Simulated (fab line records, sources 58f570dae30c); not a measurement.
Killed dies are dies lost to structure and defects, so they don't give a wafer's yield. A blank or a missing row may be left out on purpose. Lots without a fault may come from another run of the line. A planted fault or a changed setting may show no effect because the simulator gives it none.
fab line records | flow berkeley_cmos170 | part 1 of 2: steps 1 to 31 of 39
record lots=5 wafers=15 last_day=12
route steps=331 shown NWELL@17 PWELL@34 WELLDRIVE@55
lots that met no fault: from a run of the same line without faults
start_h: hours from the record's first day to the start of the lot's first wafer shown | wait_h: hours since the lot's step before | " the same as in the row above | L1.1+2: a row that stands for several wafers | - no value, or no start given | * or withheld: withheld | < > ~ a bound
route shown NAME@n: a module of which the file shows steps, and the number in the route of the first | usual: mean/standard deviation of fault-free wafers | same: alike in all rows | chamber/n: place in a boat | sites: the reading at each site | _std_site: their standard deviation | _edge_site: outer sites' mean less inner sites' | radius_mm: how far each site lies from the wafer's centre | mask NAME#n: copy n | behind: the tool/chamber that last shaped the wafer | hold: why the lot was held/for how many hours/how that ended | device: the transistor (n, p or np) that didn't switch | end of line: the same wafers' tests at the end of the route | a step without rows: its recipe alone | killed: dies lost to structure and defects at the first sort, not the wafer's yield | map: a wafer's dies, x killed, . not, _ none there
set.NAME: the setting as run; set.NAME@STEP: as run at that earlier step | model.NAME: the simulator's own value behind a step, which no gauge read
lots at some steps of the route; a table a step, a row a wafer
services: from which hour (start_h, from the record's first day; less than 0 if before it) a tool's chamber was out of use, for how many hours, and why
## steps
# step UCB170_NWELL_ANNEAL_03
# recipe temp_c=1000 time_s=900 ambient=N2
# columns lot.wafer tool chamber start_h wait_h
L080.1+3+5 furnace-04 0 55.08 1.2
L081.1+3+6 furnace-04 0 65.75 4.8
L082.3+5+6 furnace-02 0 76.52 8.2
L084.3+4+6 furnace-04 0 83.48 5.0
L092.2+5+6 furnace-02 0 119.17 5.3
# step UCB170_NWELL_CVD_04
# recipe material=Si3N4 target_thk_nm=224 temp_c=800 precursor=SiH2Cl2/NH3 time_s=3360 pressure_mtorr=200 sih2cl2_flow_sccm=25 nh3_flow_sccm=75
# usual pressure_mtorr=200.0/0.36
# columns lot.wafer tool chamber start_h wait_h pressure_mtorr
L080.1 lpcvd-01 1 56.33 0.0 199.7
L080.3 " 1 " " 199.8
L080.5 " 1 " " 199.6
L081.1 lpcvd-01 0 67.00 0.0 199.5
L081.3 " 0 " " 199.8
L081.6 " 0 " " 199.7
L082.3 lpcvd-01 0 77.77 0.0 200.4
L082.5 " 0 " " 200.4
L082.6 " 0 " " 200.2
L084.3 lpcvd-02 0 85.54 0.8 200.2
L084.4 " 0 " " 199.9
L084.6 " 0 " " 199.9
L092.2 lpcvd-02 1 120.42 0.0 199.7
L092.5 " 1 " " 199.3
L092.6 " 1 " " 199.5
# step UCB170_NWELL_THK_MEAS_05
# recipe reads=Si3N4_of_NWELL_CVD_04
# usual NWELL_NITRIDE_THK=223.5/2.2
# columns lot.wafer tool chamber start_h wait_h NWELL_NITRIDE_THK[nm]
L080.1 film_metro-02 - 58.27 0.0 225.2
L080.3 " - " " 225.5
L080.5 " - " " 223.7
L081.1 film_metro-02 - 69.90 0.0 222.4
L081.3 " - " " 220.5
L081.6 " - " " 222.2
L082.3 film_metro-02 - 79.72 0.0 221.3
L082.5 " - " " 219.8
L082.6 " - " " 220.7
L084.3 film_metro-01 - 87.50 0.0 225.9
L084.4 " - " " 224.4
L084.6 " - " " 225.9
L092.2 film_metro-01 - 123.33 0.0 225.1
L092.5 " - " " 227.6
L092.6 " - " " 226.7
# step UCB170_NWELL_HMDS_06
# recipe prime_time_s=60 prime_temp_c=100
# columns lot.wafer tool chamber start_h wait_h
L080.1+3+5 litho_track-01 0 58.33 0.1
L081.1+3+6 litho_track-03 0 69.96 0.1
L082.3+5+6 litho_track-04 0 79.81 0.1
L084.3+4+6 litho_track-03 0 87.80 0.3
L092.2+5+6 litho_track-03 0 123.84 0.5
# step UCB170_NWELL_COAT_07
# recipe resist=KrF spin_rpm=1500 resist_thk_nm=900
# columns lot.wafer tool chamber start_h wait_h
L080.1+3+5 litho_track-01 0 58.48 0.1
L081.1+3+6 litho_track-03 0 70.11 0.1
L082.3+5+6 litho_track-04 0 79.96 0.1
L084.3+4+6 litho_track-03 0 87.95 0.1
L092.2+5+6 litho_track-03 0 123.99 0.1
# step UCB170_NWELL_SOFTBAKE_08
# recipe resist=KrF temp_c=130 time_s=60
# columns lot.wafer tool chamber start_h wait_h
L080.1+3+5 litho_track-01 0 58.63 0.1
L081.1+3+6 litho_track-03 0 70.26 0.1
L082.3+5+6 litho_track-04 0 80.11 0.1
L084.3+4+6 litho_track-03 0 88.10 0.1
L092.2+5+6 litho_track-03 0 124.14 0.1
# step UCB170_NWELL_EXPOSE_09
# recipe mask_id=NWELL target_cd_nm=3000 na=0.5 sigma_outer=0.6 source_shape=conventional dose_mj=25
# usual exposure_dose_mJ_cm2=25.001/0.025
# columns lot.wafer tool chamber start_h wait_h mask exposure_dose_mJ_cm2
L080.1 krf_scanner-01 0 59.14 0.5 NWELL#0 25.030
L080.3 " 0 " " NWELL#0 24.982
L080.5 " 0 " " NWELL#0 25.017
L081.1 krf_scanner-01 0 70.41 0.1 NWELL#0 24.985
L081.3 " 0 " " NWELL#0 25.009
L081.6 " 0 " " NWELL#0 25.042
L082.3 krf_scanner-02 0 80.38 0.2 NWELL#0 24.987
L082.5 " 0 " " NWELL#0 24.979
L082.6 " 0 " " NWELL#0 24.974
L084.3 krf_scanner-02 0 - - NWELL#0 25.012
L084.4 " 0 " " NWELL#0 24.966
L084.6 " 0 " " NWELL#0 25.046
L092.2 krf_scanner-01 0 124.44 0.3 NWELL#0 25.028
L092.5 " 0 " " NWELL#0 25.003
L092.6 " 0 " " NWELL#0 25.008
# step UCB170_NWELL_PEB_10
# recipe peb_temp_c=130 peb_time_s=withheld resist=KrF
# columns lot.wafer tool chamber start_h wait_h
L080.1+3+5 litho_track-03 0 59.39 0.2
L081.1+3+6 litho_track-03 0 70.53 0.1
L082.3+5+6 litho_track-04 0 80.50 0.1
L084.3+4+6 litho_track-01 0 - -
L092.2+5+6 litho_track-03 0 124.84 0.4
# step UCB170_NWELL_DEVELOP_11
# recipe developer=TMAH develop_time_s=45 resist=KrF dev_temp_c=21
# columns lot.wafer tool chamber start_h wait_h
L080.1+3+5 litho_track-03 0 - -
L081.1+3+6 litho_track-03 0 - -
L082.3+5+6 litho_track-04 0 - -
L084.3+4+6 litho_track-01 0 - -
L092.2+5+6 litho_track-03 0 - -
# step UCB170_NWELL_OVL_MEAS_12
# usual NWELL_OVL=-3/4.4
# columns lot.wafer tool chamber start_h wait_h NWELL_OVL[nm]
L080.1 overlay-01 - 59.67 - -11
L080.3 " - " " -6
L080.5 " - " " -5
L081.1 overlay-01 - 70.80 - 0
L081.3 " - " " 7
L081.6 " - " " -8
L082.3 overlay-02 - 80.74 - 2
L082.5 " - " " 3
L082.6 " - " " -1
L084.3 overlay-02 - 89.96 - 1
L084.4 " - " " 0
L084.6 " - " " -5
L092.2 overlay-01 - 125.10 - -4
L092.5 " - " " -5
L092.6 " - " " -7
# step UCB170_NWELL_ETCH_13
# recipe chemistry=CH3F/Ar/O2 target=Si3N4 stop_on=SiO2 CH3F_flow_sccm=20 Ar_flow_sccm=50 O2_flow_sccm=7 pressure_mtorr=50 rf_w=450 target_depth_a=2464 over_etch_frac=0.1 time_s=154
# usual O2_flow_sccm=6.999/0.023 drypump_motor_current_A=5.9/0.45 oes_product_au=0.938/0.012 rf_fwd_power_W=448.5/1.5 throttle_valve_pct=8.07/0.12
# columns lot.wafer tool chamber start_h wait_h O2_flow_sccm drypump_motor_current_A oes_product_au rf_fwd_power_W rf_hours_counter_h throttle_valve_pct
L080.1 rie_diel-02 3 59.70 0.0 6.979 6.0 0.946 449.9 114 7.97
L080.3 " 0 " " 6.948 6.8 0.953 448.4 100 8.12
L080.5 " 1 " " 7.034 5.4 0.949 449.1 - 8.12
L081.1 rie_diel-03 0 70.84 0.0 7.029 5.8 0.924 446.6 56 7.95
L081.3 " 2 " " 7.013 6.0 0.941 452.0 96 8.08
L081.6 " 2 " " 7.016 6.0 0.945 448.6 - 8.08
L082.3 rie_diel-03 2 80.77 0.0 6.943 6.0 0.944 447.5 96 8.08
L082.5 " 1 " " 7.024 6.7 0.934 449.6 - 8.04
L082.6 " 2 " " 6.956 6.0 0.935 446.8 - 8.07
L084.3 rie_diel-04 1 89.98 0.0 7.004 5.4 0.959 445.2 1 8.25
L084.4 " 0 " " 7.008 6.2 0.940 448.7 130 8.11
L084.6 " 2 " " 6.992 5.7 0.946 451.3 - 7.93
L092.2 rie_diel-03 1 125.13 0.0 7.009 6.7 0.950 450.9 140 8.03
L092.5 " 1 " " 6.999 6.7 0.950 452.5 - 8.05
L092.6 " 0 " " 6.960 5.8 0.937 447.0 - 7.97
# step UCB170_NWELL_IMPLANT_14
# recipe species=P dose_cm2=9.758e+12 energy_kev=150 tilt_deg=7
# usual beam_energy_keV=150.00/0.046 end_station_pressure_torr=5.01e-06/2.3e-07
# columns lot.wafer tool chamber start_h wait_h beam_energy_keV end_station_pressure_torr
L080.1 implanter-02 0 59.80 0.1 149.96 4.93e-06
L080.3 " 0 " " 150.04 5.01e-06
L080.5 " 0 " " 149.99 5.27e-06
L081.1 implanter-03 0 70.94 0.1 149.97 4.91e-06
L081.3 " 0 " " 149.95 4.93e-06
L081.6 " 0 " " 149.96 5.37e-06
L082.3 implanter-03 0 80.92 0.1 150.02 4.78e-06
L082.5 " 0 " " 150.04 5.11e-06
L082.6 " 0 " " 150.09 5.14e-06
L084.3 implanter-02 0 90.13 0.1 150.04 5.3e-06
L084.4 " 0 " " 150.02 5.08e-06
L084.6 " 0 " " 150.07 5.01e-06
L092.2 implanter-03 0 125.26 0.1 150.00 5.13e-06
L092.5 " 0 " " 149.99 5.03e-06
L092.6 " 0 " " 150.10 4.63e-06
# step UCB170_NWELL_STRIP_15
# recipe chemistry=O2 power_w=400 pressure_mtorr=3500 platen_temp_c=withheld o2_flow_sccm=400 overash_fraction=0.5
# usual drypump_motor_current_A=6.04/0.25 oes_product_au=0.721/0.0046 strip_time_to_endpoint_s=18.04/0.085
# columns lot.wafer tool chamber start_h wait_h drypump_motor_current_A oes_product_au rf_hours_counter_h strip_time_to_endpoint_s
L080.1 plasma_asher-02 0 59.95 0.1 5.54 0.719 31 17.97
L080.3 " 0 " " 5.56 0.719 - 17.95
L080.5 " 0 " " 5.56 0.723 - 18.07
L081.1 plasma_asher-03 0 71.09 0.1 6.35 0.726 34 17.95
L081.3 " 0 " " 6.31 0.722 - 17.99
L081.6 " 1 " " 5.84 0.710 - 17.98
L082.3 plasma_asher-02 0 81.05 0.1 5.55 0.717 - 18.07
L082.5 " 0 " " 5.53 0.722 - 18.13
L082.6 " 1 " " 5.90 0.722 - 18.16
L084.3 plasma_asher-03 1 90.27 0.1 5.86 0.725 - 18.15
L084.4 " 0 " " 6.30 0.726 - 18.08
L084.6 " 0 " " 6.36 0.725 - 18.09
L092.2 plasma_asher-01 0 125.38 0.1 6.29 0.721 1 18.04
L092.5 " 0 " " 6.31 0.720 - 18.08
L092.6 " 1 " " 6.00 0.723 - 17.99
# step UCB170_NWELL_TW_MEAS_16
# usual NWELL_TW=1252/12
# columns lot.wafer tool chamber start_h wait_h NWELL_TW
L080.1 film_metro-02 - 60.05 0.1 1255
L080.3 " - " " 1248
L080.5 " - " " 1248
L081.1 film_metro-04 - 71.19 0.1 1273
L081.3 " - " " 1266
L081.6 " - " " 1263
L082.3 film_metro-04 - 81.14 0.1 1262
L082.5 " - " " 1260
L082.6 " - " " 1266
L084.3 film_metro-04 - 90.35 0.1 1256
L084.4 " - " " 1254
L084.6 " - " " 1259
L092.2 film_metro-02 - 125.49 0.1 1241
L092.5 " - " " 1237
L092.6 " - " " 1245
# step UCB170_NWELL_CLEAN_17
# recipe chemistry=SPM temp_c=120 time_s=600
# usual temp_c=120.02/0.14
# columns lot.wafer tool chamber start_h wait_h temp_c
L080.1 wet_bench-04 2 60.11 0.1 119.87
L080.3 " 2 " " 119.87
L080.5 " 2 " " 120.07
L081.1 wet_bench-02 1 71.25 0.1 120.11
L081.3 " 1 " " 119.99
L081.6 " 1 " " 119.95
L082.3 wet_bench-01 0 81.18 0.0 119.98
L082.5 " 0 " " 119.87
L082.6 " 0 " " 119.98
L084.3 wet_bench-02 0 90.39 0.0 120.39
L084.4 " 0 " " 120.14
L084.6 " 0 " " 120.24
L092.2 wet_bench-01 1 125.58 0.1 120.20
L092.5 " 1 " " 120.14
L092.6 " 1 " " 119.86
# step UCB170_NWELL_WET_ETCH_18
# recipe chemistry=H3PO4 target=Si3N4 temp_c=160 time_s=14400
# usual temp_c=159.98/0.17
# columns lot.wafer tool chamber start_h wait_h temp_c
L080.1 wet_bench-04 0 60.29 0.0 159.91
L080.3 " 0 " " 159.84
L080.5 " 0 " " 160.23
L081.1 wet_bench-01 1 71.44 0.0 159.67
L081.3 " 1 " " 159.64
L081.6 " 1 " " 159.74
L082.3 wet_bench-01 1 81.53 0.2 160.05
L082.5 " 1 " " 159.99
L082.6 " 1 " " 160.10
L084.3 wet_bench-04 0 90.57 0.0 159.65
L084.4 " 0 " " 159.95
L084.6 " 0 " " 160.02
L092.2 wet_bench-01 0 125.75 0.0 160.15
L092.5 " 0 " " 160.14
L092.6 " 0 " " 160.25
# step UCB170_NWELL_WET_ETCH_19
# recipe chemistry=BOE dilution=5:1 target=SiO2 temp_c=25 time_s=22
# usual temp_c=25.01/0.093
# columns lot.wafer tool chamber start_h wait_h temp_c
L080.1 wet_bench-02 2 64.55 0.3 24.99
L080.3 " 2 " " 24.94
L080.5 " 2 " " 24.93
L081.1 wet_bench-02 2 75.45 0.0 24.98
L081.3 " 2 " " 24.99
L081.6 " 2 " " 25.03
L082.3 wet_bench-01 1 85.54 0.0 25.02
L082.5 " 1 " " 24.95
L082.6 " 1 " " 25.06
L084.3 wet_bench-04 3 94.58 0.0 25.17
L084.4 " 3 " " 24.98
L084.6 " 3 " " 25.08
L092.2 wet_bench-02 2 129.76 0.0 25.13
L092.5 " 2 " " 24.98
L092.6 " 2 " " 25.00
# step UCB170_PWELL_CLEAN_00
# recipe chemistry=SPM temp_c=120 time_s=600
# usual temp_c=120.00/0.12
# columns lot.wafer tool chamber start_h wait_h temp_c
L080.1 wet_bench-02 0 64.74 0.2 120.11
L080.3 " 0 " " 119.75
L080.5 " 0 " " 119.96
L081.1 wet_bench-04 0 75.46 0.0 119.87
L081.3 " 0 " " 119.75
L081.6 " 0 " " 119.80
L082.3 wet_bench-01 3 85.55 0.0 119.96
L082.5 " 3 " " 119.94
L082.6 " 3 " " 120.16
L084.3 wet_bench-04 1 94.59 0.0 120.01
L084.4 " 1 " " 119.98
L084.6 " 1 " " 119.89
L092.2 wet_bench-01 0 129.78 0.0 119.94
L092.5 " 0 " " 119.91
L092.6 " 0 " " 119.99
# step UCB170_PWELL_CLEAN_01
# recipe chemistry=dHF dilution=25:1 time_s=60
# columns lot.wafer tool chamber start_h wait_h
L080.1+3+5 wet_bench-02 1 64.94 0.0
L081.1+3+6 wet_bench-01 0 75.64 0.0
L082.3+5+6 wet_bench-01 3 85.73 0.0
L084.3+4+6 wet_bench-04 0 94.79 0.0
L092.2+5+6 wet_bench-04 1 129.95 0.0
# step UCB170_PWELL_OXIDATION_02
# recipe temp_c=1000 ambient=O2 target_thk_a=264 ox_time_s=1260
# columns lot.wafer tool chamber start_h wait_h
L080.1+3+5 furnace-04 0 69.75 4.8
L081.1+3+6 furnace-04 0 82.13 6.5
L082.3+5+6 furnace-04 0 88.67 2.9
L084.3+4+6 furnace-02 0 97.77 3.0
L092.2+5+6 furnace-04 0 134.35 4.4
# step UCB170_PWELL_THK_MEAS_03
# recipe reads=SiO2_of_PWELL_OXIDATION_02
# usual PWELL_OXIDE_THK=26.2/0.43
# columns lot.wafer tool chamber start_h wait_h PWELL_OXIDE_THK[nm]
L080.1 film_metro-02 - 71.10 0.0 25.7
L080.3 " - " " 25.9
L080.5 " - " " 26.0
L081.1 film_metro-02 - 83.48 0.0 25.8
L081.3 " - " " 25.7
L081.6 " - " " 25.8
L082.3 film_metro-02 - 90.04 0.0 26.0
L082.5 " - " " 26.8
L082.6 " - " " 26.3
L084.3 film_metro-03 - 99.14 0.0 26.0
L084.4 " - " " 26.7
L084.6 " - " " 26.3
L092.2 film_metro-02 - 135.73 0.0 26.6
L092.5 " - " " 26.2
L092.6 " - " " 26.2
# step UCB170_PWELL_ANNEAL_04
# recipe temp_c=1000 time_s=900 ambient=N2
# columns lot.wafer tool chamber start_h wait_h
L080.1+3+5 furnace-04 0 79.63 8.5
L081.1+3+6 furnace-04 0 86.07 2.6
L082.3+5+6 furnace-02 0 93.67 3.6
L084.3+4+6 furnace-02 0 101.71 2.6
L092.2+5+6 furnace-02 0 141.59 5.9
# step UCB170_PWELL_CVD_05
# recipe material=Si3N4 target_thk_nm=220 temp_c=800 precursor=SiH2Cl2/NH3 time_s=3300 pressure_mtorr=200 sih2cl2_flow_sccm=25 nh3_flow_sccm=75
# usual pressure_mtorr=200.0/0.34
# columns lot.wafer tool chamber start_h wait_h pressure_mtorr
L080.1 lpcvd-02 1 80.88 0.0 200.0
L080.3 " 1 " " 199.3
L080.5 " 1 " " 200.1
L081.1 lpcvd-01 0 88.43 1.1 200.1
L081.3 " 0 " " 200.3
L081.6 " 0 " " 199.7
L082.3 lpcvd-02 1 94.92 0.0 200.2
L082.5 " 1 " " 199.7
L082.6 " 1 " " 200.0
L084.3 lpcvd-01 0 105.14 2.2 199.3
L084.4 " 0 " " 199.9
L084.6 " 0 " " 199.8
L092.2 lpcvd-01 0 142.84 0.0 200.0
L092.5 " 0 " " 200.2
L092.6 " 0 " " 200.0
# step UCB170_PWELL_THK_MEAS_06
# recipe reads=Si3N4_of_PWELL_CVD_05
# usual PWELL_NITRIDE_THK=219.7/2.1
# columns lot.wafer tool chamber start_h wait_h PWELL_NITRIDE_THK[nm]
L080.1 film_metro-02 - 83.76 0.0 220.8
L080.3 " - " " 220.1
L080.5 " - " " 219.7
L081.1 film_metro-03 - 90.34 0.0 216.5
L081.3 " - " " 215.4
L081.6 " - " " 215.3
L082.3 film_metro-02 - 97.82 0.0 222.7
L082.5 " - " " 222.5
L082.6 " - " " 224.1
L084.3 film_metro-02 - 107.08 0.0 217.0
L084.4 " - " " 216.6
L084.6 " - " " 218.7
L092.2 film_metro-03 - 145.73 0.0 219.6
L092.5 " - " " 221.8
L092.6 " - " " 220.5
# step UCB170_PWELL_HMDS_07
# recipe prime_time_s=60 prime_temp_c=100
# columns lot.wafer tool chamber start_h wait_h
L080.1+3+5 litho_track-02 0 83.82 0.1
L081.1+3+6 litho_track-04 0 91.13 0.8
L082.3+5+6 litho_track-02 0 97.91 0.1
L084.3+4+6 litho_track-02 0 107.87 0.8
L092.2+5+6 litho_track-02 0 145.86 0.1
# step UCB170_PWELL_COAT_08
# recipe resist=KrF spin_rpm=1500 resist_thk_nm=900
# columns lot.wafer tool chamber start_h wait_h
L080.1+3+5 litho_track-02 0 83.97 0.1
L081.1+3+6 litho_track-04 0 91.28 0.1
L082.3+5+6 litho_track-02 0 98.06 0.1
L084.3+4+6 litho_track-02 0 108.02 0.1
L092.2+5+6 litho_track-02 0 146.01 0.1
# step UCB170_PWELL_SOFTBAKE_09
# recipe resist=KrF temp_c=130 time_s=60
# columns lot.wafer tool chamber start_h wait_h
L080.1+3+5 litho_track-02 0 84.12 0.1
L081.1+3+6 litho_track-04 0 91.43 0.1
L082.3+5+6 litho_track-02 0 98.21 0.1
L084.3+4+6 litho_track-02 0 108.17 0.1
L092.2+5+6 litho_track-02 0 146.16 0.1
# step UCB170_PWELL_EXPOSE_10
# recipe mask_id=PWELL target_cd_nm=3000 na=0.5 sigma_outer=0.6 source_shape=conventional dose_mj=19
# usual exposure_dose_mJ_cm2=19.002/0.018
# columns lot.wafer tool chamber start_h wait_h mask exposure_dose_mJ_cm2
L080.1 krf_scanner-02 0 84.39 0.2 PWELL#0 18.980
L080.3 " 0 " " PWELL#0 18.992
L080.5 " 0 " " PWELL#0 18.971
L081.1 krf_scanner-02 0 - - PWELL#0 18.963
L081.3 " 0 " " PWELL#0 18.985
L081.6 " 0 " " PWELL#0 19.006
L082.3 krf_scanner-01 0 98.47 0.2 PWELL#0 19.004
L082.5 " 0 " " PWELL#0 18.984
L082.6 " 0 " " PWELL#0 19.007
L084.3 krf_scanner-02 0 108.43 0.2 PWELL#0 19.024
L084.4 " 0 " " PWELL#0 19.025
L084.6 " 0 " " PWELL#0 19.027
L092.2 krf_scanner-01 0 146.60 0.4 PWELL#0 18.994
L092.5 " 0 " " PWELL#0 18.993
L092.6 " 0 " " PWELL#0 18.982
# step UCB170_PWELL_PEB_11
# recipe peb_temp_c=130 peb_time_s=withheld resist=KrF
# columns lot.wafer tool chamber start_h wait_h
L080.1+3+5 litho_track-02 0 84.72 0.3
L081.1+3+6 litho_track-04 0 - -
L082.3+5+6 litho_track-03 0 98.79 0.3
L084.3+4+6 litho_track-03 0 109.08 0.6
L092.2+5+6 litho_track-04 0 146.72 0.1
# step UCB170_PWELL_DEVELOP_12
# recipe developer=TMAH develop_time_s=45 resist=KrF dev_temp_c=21
# columns lot.wafer tool chamber start_h wait_h
L080.1+3+5 litho_track-02 0 - -
L081.1+3+6 litho_track-04 0 - -
L082.3+5+6 litho_track-03 0 - -
L084.3+4+6 litho_track-03 0 - -
L092.2+5+6 litho_track-04 0 - -
# step UCB170_PWELL_OVL_MEAS_13
# usual PWELL_OVL=-2/5.9
# columns lot.wafer tool chamber start_h wait_h PWELL_OVL[nm]
L080.1 overlay-02 - 84.99 - -6
L080.3 " - " " -10
L080.5 " - " " -7
L081.1 overlay-02 - 93.03 - 4
L081.3 " - " " -1
L081.6 " - " " -9
L082.3 overlay-02 - 99.02 - -3
L082.5 " - " " 0
L082.6 " - " " 6
L084.3 overlay-01 - 109.32 - -8
L084.4 " - " " -9
L084.6 " - " " -1
L092.2 overlay-01 - 146.98 - 4
L092.5 " - " " -1
L092.6 " - " " -7
